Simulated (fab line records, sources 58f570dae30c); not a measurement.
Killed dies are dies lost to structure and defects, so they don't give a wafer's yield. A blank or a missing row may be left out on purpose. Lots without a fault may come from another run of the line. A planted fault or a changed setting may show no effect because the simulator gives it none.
One fault seen from 2 desks | flow berkeley_cmos170 | each desk has only its own numbers; what lay behind them comes last

THE TOOL OWNER'S DESK: pecvd-04
The tool's own readings at UCB170_SPACER_CVD_00 (deposits SiO2 from TEOS/O2, target thk 376 nm, time 47 s): means of the sampled wafers that have a number, for each lot that ran on this tool. A lot is out of limits, marked OUT, if its mean lies more than 4 standard deviations from the usual mean; the brackets give that distance.
Columns: A = heater_power_w at UCB170_SPACER_CVD_00, usual 262 W; B = rf_fwd_power_W at UCB170_SPACER_CVD_00, usual 544.8 W
lot  | first seen here | A   | B
L584 | day 8 11:56     | 221 | 541.6
L585 | day 8 13:20     | 226 | 544.6
L591 | day 10 08:06    | 263 | 544.5
This desk's finding: nothing out of limits on any of the 3 lots.

THE METROLOGY DESK
What the gauges read, lot by lot, whatever tool the lot ran on: means of the sampled wafers that have a number. A lot is out of limits, marked OUT, if its mean lies more than 4 standard deviations from the usual mean; the brackets give that distance.
Columns: A = FIELD_OXIDE_THK at UCB170_FIELD_THK_MEAS_02, usual 558 nm; B = SACOX_OXIDE_THK at UCB170_SACOX_THK_MEAS_02, usual 14.33 nm; C = NVT_OVL at UCB170_NVT_OVL_MEAS_06, usual 0 nm; D = SPACER_TEOS_THK at UCB170_SPACER_THK_MEAS_01, usual 377 nm
lot  | first seen here | A   | B     | C  | D
L577 | day 4 09:06     | 557 | 14.58 | -4 | 374
L578 | day 5 01:05     | 565 | 14.59 | 1  | 377
L579 | day 5 12:32     | 570 | 14.08 | -7 | 379
L581 | day 5 12:36     | 561 | 13.88 | 0  | 375
L584 | day 6 17:17     | 562 | 14.64 | 1  | 375
L586 | day 6 17:17     | 562 | 14.63 | 5  | 380
L585 | day 6 17:21     | 546 | 14.25 | 4  | 375
L588 | day 7 12:36     | 560 | 14.18 | 0  | 377
L593 | day 8 10:26     | 555 | 14.12 | -2 | 376
L594 | day 8 10:29     | 557 | 13.90 | -7 | 377
L591 | day 8 10:32     | 539 | 14.47 | 1  | 338 (-9.3) OUT
L598 | day 9 04:06     | 555 | 14.45 | -4 | 383
L599 | day 9 04:09     | 575 | 14.31 | -3 | 378
This desk's finding: out of limits on L591; first on L591, day 10 08:10 (SPACER_TEOS_THK at UCB170_SPACER_THK_MEAS_01). In limits: L577, L578, L579, L581, L584, L586, L585, L588, L593, L594, L598, L599.

PUT TOGETHER
The metrology desk could have raised an alarm at day 10 08:10, on L591.
The tool owner's desk saw nothing out of limits.
The tool owner's desk has L591 on record, within its limits.
Of the lots named, all ran UCB170_SPACER_CVD_00 on pecvd-04.

WHAT THE SIMULATOR HAD PUT IN
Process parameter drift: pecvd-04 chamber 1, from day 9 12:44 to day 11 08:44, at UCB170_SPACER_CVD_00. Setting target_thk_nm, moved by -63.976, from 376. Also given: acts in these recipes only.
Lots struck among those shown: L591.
Hours from the fault's start to each desk's first reading out of limits: the metrology desk, 19.
